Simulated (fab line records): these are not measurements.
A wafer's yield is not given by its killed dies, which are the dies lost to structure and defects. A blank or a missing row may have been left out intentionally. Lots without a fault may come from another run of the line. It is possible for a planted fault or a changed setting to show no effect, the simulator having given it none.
Which tool was responsible?	flow berkeleyCmos170	42 wafers from 14 lots sampled at 4 of the route's 331 steps

WHAT THE GAUGES READ, wafer by wafer
UCB170_WELLDRIVE_THK_MEAS_02. Usual: WELLDRIVE_OXIDE_THK 197 nm, standard deviation 3.4.
lot	measured	on	WELLDRIVE_OXIDE_THK (nm)	flag
L900	day 3 08:02	filmMetro-03	196 201 196	
L901	day 3 15:41	filmMetro-04	198 195 196	
L903	day 4 06:16	filmMetro-01	190 193 195	
L904	day 4 06:17	filmMetro-04	199 197 198	
L905	day 4 12:29	filmMetro-03	193 198 193	
L906	day 4 23:50	filmMetro-04	193 189 197	
L908	day 5 04:50	filmMetro-01	198 194 193	
L910	day 5 16:26	filmMetro-03	200 203 201	
L915	day 6 15:37	filmMetro-01	197 194 196	
L916	day 6 19:40	filmMetro-01	199 197 195	
L918	day 7 06:08	filmMetro-01	202 203 199	
L920	day 7 14:31	filmMetro-01	195 198 194	
L922	day 7 20:47	filmMetro-01	198 199 200	
L923	day 8 03:05	filmMetro-03	197 197 195	

UCB170_ACTIVE_OVL_MEAS_14. Usual: ACTIVE_OVL 3 nm, standard deviation 4.1.
lot	measured	on	ACTIVE_OVL (nm)	flag
L900	day 4 03:53	overlay-01	4 10 9	
L901	day 4 10:42	overlay-01	8 -1 2	
L903	day 5 00:05	overlay-01	-1 3 -3	
L904	day 4 23:51	overlay-01	1 5 4	
L905	day 5 03:34	overlay-01	4 -2 1	
L906	day 5 15:47	overlay-01	-1 -3 0	
L908	day 5 21:47	overlay-02	9 3 5	
L910	day 6 08:20	overlay-02	8 9 7	
L915	day 7 06:45	overlay-01	6 6 1	
L916	day 7 07:24	overlay-01	2 9 5	
L918	day 7 20:44	overlay-01	-4 0 8	
L920	day 8 06:19	overlay-01	11 5 4	
L922	day 8 12:27	overlay-01	6 7 4	
L923	day 8 19:07	overlay-02	8 7 6	

TOOL THAT RAN EACH LOT (tool first, then ch and the chambers of the sampled wafers, then the start)
lot	UCB170_NWELL_ETCH_13	UCB170_NWELL_IMPLANT_14
L900	rieDiel-04 ch 0,1,3, day 2 03:20	implanter-02 ch 0, day 2 03:28
L901	rieDiel-04 ch 0,1,2, day 2 11:27	implanter-02 ch 0, day 2 11:35
L903	rieDiel-01 ch 0,1,3, day 2 21:12	implanter-03 ch 0, day 2 21:18
L904	rieDiel-04 ch 1,2,3, day 3 03:11	implanter-04 ch 0, day 3 03:19
L905	rieDiel-01 ch 0,1,2, day 3 08:14	implanter-04 ch 0, day 3 08:22
L906	rieDiel-04 ch 0,1, day 3 15:31	implanter-03 ch 0, day 3 15:39
L908	rieDiel-04 ch 0,3, day 4 01:11	implanter-03 ch 0, day 4 01:20
L910	rieDiel-02 ch 1,2, day 4 13:20	implanter-03 ch 0, day 4 13:28
L915	rieDiel-04 ch 1,3, day 5 08:14	implanter-04 ch 0, day 5 08:20
L916	rieDiel-04 ch 0,1,3, day 5 14:31	implanter-04 ch 0, day 5 14:39
L918	rieDiel-01 ch 2,3, day 6 05:15	implanter-02 ch 0, day 6 05:22
L920	rieDiel-01 ch 2,3, day 6 09:47	implanter-04 ch 0, day 6 09:53
L922	rieDiel-02 ch 1,2,3, day 6 18:22	implanter-02 ch 0, day 6 18:29
L923	rieDiel-01 ch 0,1,2, day 7 04:33	implanter-02 ch 0, day 7 04:40
- UCB170_NWELL_ETCH_13: etches Si3N4 in CH3F/Ar/O2, stops on SiO2, target depth 246.4 nm, time 154 s.
- UCB170_NWELL_IMPLANT_14

AS READ BY THE TOOLS THEMSELVES (means over the sampled wafers that have a number; for cases with no such wafer, the mark the record gives instead)
UCB170_NWELL_ETCH_13. Usual: CH3F_flow_sccm 20.00 sccm, standard deviation 0.062; O2_flow_sccm 7.001 sccm, standard deviation 0.022; drypumpMotorCurrentA 5.6 A, standard deviation 0.44; oesProductAu 0.933 a.u., standard deviation 0.016; throttleValvePct 8.05 %, standard deviation 0.16.
lot	tool	CH3F_flow_sccm (sccm)	O2_flow_sccm (sccm)	drypumpMotorCurrentA (A)	oesProductAu (a.u.)	throttleValvePct (%)	flag
L900	rieDiel-04	20.05	6.991	5.5	0.924	8.03	
L901	rieDiel-04	19.90	6.995	5.6	0.933	7.89	
L903	rieDiel-01	19.97	7.016	5.7	0.942	8.04	
L904	rieDiel-04	19.99	7.001	5.7	0.924	8.02	
L905	rieDiel-01	19.99	6.995	5.3	0.928	8.11	
L906	rieDiel-04	19.98	7.025	5.4	0.948	7.90	
L908	rieDiel-04	19.95	7.017	5.6	0.932	8.14	
L910	rieDiel-02	19.98	7.015	5.3	0.942	8.00	
L915	rieDiel-04	19.97	7.002	5.6	0.920	8.15	
L916	rieDiel-04	20.01	6.999	5.5	0.933	8.03	
L918	rieDiel-01	20.05	7.026	5.7	0.935	8.15	
L920	rieDiel-01	19.97	7.009	5.7	0.926	8.15	
L922	rieDiel-02	20.00	7.010	5.5	0.922	8.01	
L923	rieDiel-01	20.06	7.006	5.3	0.928	8.12	

UCB170_NWELL_IMPLANT_14. Usual: beamEnergyKeV 150.01, standard deviation 0.057; beamOnS 10.00 s, standard deviation 0.21; doseIonsCm2 1.0001e+13, standard deviation 1.3e+10.
lot	tool	beamEnergyKeV	beamOnS (s)	doseIonsCm2	flag
L900	implanter-02	150.04	10.15	9.9960e+12	
L901	implanter-02	150.00	10.11	1.0007e+13	
L903	implanter-03	149.98	9.98	9.9987e+12	
L904	implanter-04	149.96	9.96	9.9993e+12	
L905	implanter-04	150.00	9.99	1.0011e+13	
L906	implanter-03	150.02	9.93	1.0012e+13	
L908	implanter-03	144.77	10.03	9.9907e+12	OFF
L910	implanter-03	144.70	9.88	1.0013e+13	OFF
L915	implanter-04	150.06	9.95	9.9930e+12	
L916	implanter-04	149.97	9.92	9.9997e+12	
L918	implanter-02	150.02	10.02	1.0010e+13	
L920	implanter-04	150.02	10.09	1.0004e+13	
L922	implanter-02	149.91	10.05	1.0014e+13	
L923	implanter-02	150.08	10.06	9.9893e+12	

THE ANSWER, worked out from the rows above alone
Rule: lot off if the mean of its wafers having a number is beyond 3 standard deviations from the usual mean. A lot without any number at a reading at which 4 lots or more have one is off too. Any other lot the step has rows for is counted as sound. The gauges are gone through in route order, then the tools' own readings, and for those a lot's mean is taken as printed above. At the first step where some lot is off, the reading lying furthest off is the one used; lots without a number count as furthest.
Off: L908, L910, at UCB170_NWELL_IMPLANT_14 (beamEnergyKeV).
A tool fits if, at that step or a process step before it, it ran every lot that is off, and no sound lot after the first of them. One fits: UCB170_NWELL_IMPLANT_14 on implanter-03. Its last sound lot is L906 (day 3 15:39), its first lot that is off L908 (day 4 01:20): a fault that began between those two fits.
On the lots that are off, the tool's own readings at UCB170_NWELL_IMPLANT_14 differ by more than 5 times the standard deviation of the sound lots' means, which bears it out; beamEnergyKeV reads 144.74 there versus 150.00 on the sound lots.

WHAT WAS PUT IN BY THE SIMULATOR
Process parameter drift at UCB170_NWELL_IMPLANT_14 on implanter-03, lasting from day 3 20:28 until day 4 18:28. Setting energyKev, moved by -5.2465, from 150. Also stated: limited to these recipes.
Lots struck among those shown: L908, L910. The rule above reached the same finding.
